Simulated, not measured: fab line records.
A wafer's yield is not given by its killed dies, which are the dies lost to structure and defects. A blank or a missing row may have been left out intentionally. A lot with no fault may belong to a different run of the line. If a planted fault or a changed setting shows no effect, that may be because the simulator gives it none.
Split-lot study | flow rit-cmos | 23 wafers read across 5 lots, on a route 202 steps long

## SPLIT DETAILS
At RIT_SPACER_CVD_03 (deposits Si3N4 from SiH2Cl2/NH3, target thk 250 nm, time 3300 s), the setting pressure-mtorr was moved away from the recipe's 300 mTorr on 15 of the 23 wafers read, by +4.6% to +13.9%. For the rest of the wafers, this setting stayed at what the recipe calls for.

The reading comes from the split's own step.

## THE READING
Si3N4_of_SPACER_CVD_03.thk-nm (the simulator's own value, which no gauge read), in nm, at RIT_SPACER_CVD_03 (deposits Si3N4 from SiH2Cl2/NH3, target thk 250 nm, time 3300 s). The file does not state a usual value for it. Across the 8 wafers here that went through the recipe, the average is 251.6 nm and the standard deviation 1.9 nm.

wafer  | tool, chamber at the split | pressure-mtorr as run, mTorr | against the recipe | Si3N4_of_SPACER_CVD_03.thk-nm, nm | against lot-mates on the recipe
L076.1 | lpcvd-02, 1                | 300                          | recipe             | 253.2                             | -
L076.4 | lpcvd-02, 1                | 300                          | recipe             | 253.7                             | -
L076.5 | lpcvd-02, 1                | 300                          | recipe             | 254.8                             | -
L079.2 | -, -                       | 341.7                        | +13.9%             | 260.3                             | no lot-mate on the recipe
L079.3 | -, -                       | 341.7                        | +13.9%             | 262.1                             | no lot-mate on the recipe
L079.4 | -, -                       | 341.7                        | +13.9%             | 260                               | no lot-mate on the recipe
L079.5 | -, -                       | 341.7                        | +13.9%             | 260.5                             | no lot-mate on the recipe
L079.6 | -, -                       | 341.7                        | +13.9%             | 260.5                             | no lot-mate on the recipe
L081.1 | -, -                       | 300                          | recipe             | 250.7                             | -
L081.3 | -, -                       | 300                          | recipe             | 249.1                             | -
L081.4 | -, -                       | 300                          | recipe             | 250.8                             | -
L081.5 | -, -                       | 300                          | recipe             | 250.6                             | -
L081.6 | -, -                       | 300                          | recipe             | 250                               | -
L082.1 | -, -                       | 313.8                        | +4.6%              | 258.1                             | no lot-mate on the recipe
L082.3 | -, -                       | 313.8                        | +4.6%              | 255.9                             | no lot-mate on the recipe
L082.4 | -, -                       | 313.8                        | +4.6%              | 253.7                             | no lot-mate on the recipe
L082.5 | -, -                       | 313.8                        | +4.6%              | 255.5                             | no lot-mate on the recipe
L082.6 | -, -                       | 313.8                        | +4.6%              | 253.9                             | no lot-mate on the recipe
L084.1 | -, -                       | 341.4                        | +13.8%             | 263.3                             | no lot-mate on the recipe
L084.3 | -, -                       | 341.4                        | +13.8%             | 262                               | no lot-mate on the recipe
L084.4 | -, -                       | 341.4                        | +13.8%             | 262.7                             | no lot-mate on the recipe
L084.5 | -, -                       | 341.4                        | +13.8%             | 264.6                             | no lot-mate on the recipe
L084.6 | -, -                       | 341.4                        | +13.8%             | 263.5                             | no lot-mate on the recipe

FIT RESULTS
A straight line over all 23 wafers: Si3N4_of_SPACER_CVD_03.thk-nm changes by +0.741 nm for each +1% of pressure-mtorr; r = +0.94; the points scatter about the line by 1.8 nm.
Too few moved wafers with a lot-mate on the recipe to fit a line net of each lot's own level.

## THE FILE'S OWN FIT
Si3N4_of_SPACER_CVD_03.thk-nm changes by +0.742 nm for each +1% of pressure-mtorr, r = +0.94.
